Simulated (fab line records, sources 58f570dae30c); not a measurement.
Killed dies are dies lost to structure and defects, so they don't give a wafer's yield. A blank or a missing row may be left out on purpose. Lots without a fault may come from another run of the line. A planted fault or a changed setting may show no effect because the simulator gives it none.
Problem report in the 8D (eight disciplines) form, filled by code | flow berkeley_cmos170 | the parts of the form that need people (team, actions taken, sign-off) are left out

1. THE PROBLEM
chamber_pressure_pa at UCB170_M3_SPUTTER_01 reads a mean of 0.4590 Pa on 6 wafers of 2 lots; wafers without a fault read 0.5000 Pa with a standard deviation of 0.00095. That is -43 standard deviations from the usual mean.
The step: material Al, target thk 900 nm, time 120 s.
First seen on wafer L729.2, day 11 05:13, on pvd_sputter-02. The record holds 42 wafers of 14 lots with a number at this step. Rule for "out", or "out of limits": more than 4 standard deviations from the usual mean. The other wafers with a number count as sound.

2. WHAT IT IS AND WHAT IT IS NOT
question                    | is                     | is not
which readings at this step | chamber_pressure_pa    | throttle_valve_pct
which lots                  | L729, L730             | L712, L713, L715, L716, L717, L718, L721, L724, L726, L731, L733, L734
which wafers of those lots  | all that have a number | -
read on which tools         | pvd_sputter-02         | pvd_sputter-01, pvd_sputter-04
when                        | from day 11 05:13      | up to then (27 sound wafers); but 9 sound wafers of L731, L733, L734 came after

3. SUSPECTS, AND WHAT RULES EACH OUT
Counting: a tool at a process step up to the reading stays a suspect if it ran every lot that is out and no sound lot after the first of them.
- pvd_sputter-02 at UCB170_M3_SPUTTER_01 (material Al, target thk 900 nm, time 120 s): kept. It ran every lot that is out, first L729 (day 11 05:13), and no sound lot after that; its last sound lot up to then is L724 (day 10 16:26). Its own readings are out on those wafers: chamber_pressure_pa.
Left after counting: pvd_sputter-02 at UCB170_M3_SPUTTER_01.

4. THE CAUSE (what the simulator had put in)
Process parameter drift: pvd_sputter-02, from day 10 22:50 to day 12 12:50, at UCB170_M3_SPUTTER_01. Setting chamber_pressure_pa, moved by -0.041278, from 0.5. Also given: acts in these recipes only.
Counting left only this tool.

5. THE CHAIN OF EFFECTS, in route order
Each row: a reading whose mean over the struck wafers that have a number lies more than 3 standard deviations from the usual. Only readings for which the record gives a usual standard deviation are gone through. hours: the time from each lot's start at the first step in this table that gives one to its start at this step, as a median over the lots. sigmas: the change in usual standard deviations.
hours | step                 | reading             | usual     | on struck wafers | change  | sigmas
0     | UCB170_M3_SPUTTER_01 | chamber_pressure_pa | 0.5000 Pa | 0.4590           | -0.0410 | -43
The process steps in it:
- UCB170_M3_SPUTTER_01: material Al, target thk 900 nm, time 120 s.

6. WHAT WOULD HAVE CAUGHT IT SOONER
In this record the first reading out of limits was taken at day 11 05:13, 6 hours after the fault began at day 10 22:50.
